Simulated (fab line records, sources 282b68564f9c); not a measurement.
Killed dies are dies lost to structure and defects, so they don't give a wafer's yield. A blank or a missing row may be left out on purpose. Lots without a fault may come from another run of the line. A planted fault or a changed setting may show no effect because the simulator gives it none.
A struck lot beside a sound one | flow rit_cmos | 43 steps out of a route of 202
Sound: wafers L352.2, L352.4, L352.6. Struck: wafers L361.4, L361.6. (L361.3 of the same lot was not struck and is left out.) The cause comes at the end.
At each step with rows: each side's tool, then ch and its chambers, then its first start. Under that, the readings that differ: sound wafers | struck wafers | difference of the means | sigmas: that difference in standard deviations of wafers without a fault.
alike: readings whose means differ by less than 2 such deviations, and words and numbers that are the same on both sides. not compared: withheld readings, readings that some wafer has no value for, bounds like >300 that may hide the same value, and numbers for which the record gives no deviation and whose values overlap.
The two part at a step that has a row with sigmas, a row that says differs or no value, or rows on one side only. Numbers that don't overlap but have no deviation are shown without sigmas and don't part them. A reading that every wafer of one side lacks parts them only if that side has two wafers or more.

first, 2 steps without rows for these wafers: RIT_REOX_CLEAN_02 (cleans in SC2, time 600 s); RIT_REOX_OXIDATION_03 (target thk 25.2 nm, ox time 5580 s).
RIT_REOX_THK_MEAS_04:
  sound on film_metro-01, day 4 00:10; struck on film_metro-01, day 5 21:44
  alike: REOX_OXIDE_THK
then, 6 steps without rows for these wafers: RIT_NLDD_HMDS_00 (prime time 60 s); RIT_NLDD_COAT_01 (resist thk 1000 nm); RIT_NLDD_SOFTBAKE_02 (time 60 s); RIT_NLDD_EXPOSE_03 (exposes mask M7, target cd 40700 nm); RIT_NLDD_PEB_04; RIT_NLDD_DEVELOP_05 (develop time 50 s).
RIT_NLDD_OVL_MEAS_06:
  sound on overlay-01, day 4 01:07; struck on overlay-01, day 5 22:49
  alike: NLDD_OVL
then, 2 steps without rows for these wafers: RIT_NLDD_HARDBAKE_07 (time 60 s); RIT_NLDD_IMPLANT_08.
RIT_NLDD_STRIP_09: strips in O2, time 180 s.
  sound on plasma_asher-01 ch 0,1, day 4 01:27; struck on plasma_asher-04 ch 0, day 5 23:12
  alike: drypump_motor_current_A
  not compared: rf_hours_counter_h
RIT_NLDD_TW_MEAS_10:
  sound on film_metro-04, day 4 01:38; struck on film_metro-02, day 5 23:20
  alike: NLDD_TW
then, 6 steps without rows for these wafers: RIT_PLDD_HMDS_00 (prime time 60 s); RIT_PLDD_COAT_01 (resist thk 1000 nm); RIT_PLDD_SOFTBAKE_02 (time 58.53 s); RIT_PLDD_EXPOSE_03 (exposes mask M8, target cd 40900 nm); RIT_PLDD_PEB_04; RIT_PLDD_DEVELOP_05 (develop time 50 s).
RIT_PLDD_OVL_MEAS_06:
  sound on overlay-02, day 4 02:53; struck on overlay-01, day 6 00:15
  alike: PLDD_OVL
then, 2 steps without rows for these wafers: RIT_PLDD_HARDBAKE_07 (time 60 s); RIT_PLDD_IMPLANT_08.
RIT_PLDD_STRIP_09: strips in O2, time 180 s.
  sound on plasma_asher-04 ch 0,1, day 4 03:13; struck on plasma_asher-04 ch 0,1, day 6 00:38
  alike: drypump_motor_current_A
  not compared: rf_hours_counter_h
RIT_PLDD_TW_MEAS_10:
  sound on film_metro-03, day 4 03:23; struck on film_metro-04, day 6 00:46
  alike: PLDD_TW
then, 4 steps without rows for these wafers: RIT_SPACER_CLEAN_00 (cleans in SC1, time 600 s); RIT_SPACER_CLEAN_01 (cleans in dHF, time 30 s); RIT_SPACER_CLEAN_02 (cleans in SC2, time 600 s); RIT_SPACER_CVD_03 (deposits Si3N4 from SiH2Cl2/NH3, target thk 250 nm, time 3300 s).
RIT_SPACER_THK_MEAS_04:
  sound on film_metro-04, day 4 05:46; struck on film_metro-04, day 6 03:07
  alike: SPACER_NITRIDE_THK
RIT_SPACER_ETCHBACK_05: etches Si3N4 in SF6/CHF3, stops on SiO2, target depth 250 nm, time 240 s.
  sound on rie_diel-04 ch 1,2, day 4 05:49; struck on rie_diel-04 ch 1,2, day 6 03:10
  alike: drypump_motor_current_A, oes_product_au, throttle_valve_pct
  not compared: rf_hours_counter_h
then, 2 steps without rows for these wafers: RIT_NSD_HMDS_00 (prime time 60 s); RIT_NSD_COAT_01 (resist thk 1000 nm).
RIT_NSD_SOFTBAKE_02: time 62.74 s.
  sound on litho_track-04 ch 0, day 4 06:17; struck on litho_track-04 ch 0, day 6 03:40
  alike: chill_plate_temp_C, plate_sensor_t_centre_C, plate_sensor_t_edge_C
then, 3 steps without rows for these wafers: RIT_NSD_EXPOSE_03 (exposes mask M9, target cd 40700 nm); RIT_NSD_PEB_04; RIT_NSD_DEVELOP_05 (develop time 50 s).
RIT_NSD_OVL_MEAS_06:
  sound on overlay-02, day 4 07:14; struck on overlay-02, day 6 04:11
  alike: NSD_OVL
then, 2 steps without rows for these wafers: RIT_NSD_HARDBAKE_07 (time 60 s); RIT_NSD_IMPLANT_08.
RIT_NSD_STRIP_09: strips in O2, time 180 s.
  sound on plasma_asher-02 ch 0,1, day 4 07:34; struck on plasma_asher-03 ch 1, day 6 04:34
  alike: drypump_motor_current_A
  not compared: rf_hours_counter_h
RIT_NSD_TW_MEAS_10:
  sound on film_metro-04, day 4 07:45; struck on film_metro-02, day 6 04:42
  reading | sound          | struck    | difference | sigmas
  NSD_TW  | 3091 3076 3098 | 3176 3171 | +85        | +3
RIT_M1_PROBE_99:
  sound on prober-01, day 4 17:33; struck on prober-02, day 6 14:22
  reading             | sound | struck                                            | difference                   | sigmas
  hold                | - - - | await_dispo/6.8h/release await_dispo/6.8h/release | no value on the sound wafers |
  killed_at_M0_to_M3  | 0 0 1 | 0 0                                               | +0                           | -2
  killed_at_contacts  | 0 0 0 | 1 0                                               | +0                           | +2
  killed_at_front_end | 4 5 7 | 28 33                                             | +25                          | +8
  killed_dies         | 4 5 8 | 29 33                                             | +25                          | +8
  killed_on_rim       | 0 2 3 | 10 12                                             | +9                           | +6
  alike: killed_open, killed_short

WHERE THEY PART
First at RIT_NSD_TW_MEAS_10; last, within this record, at RIT_M1_PROBE_99.

WHY: what the simulator had put in
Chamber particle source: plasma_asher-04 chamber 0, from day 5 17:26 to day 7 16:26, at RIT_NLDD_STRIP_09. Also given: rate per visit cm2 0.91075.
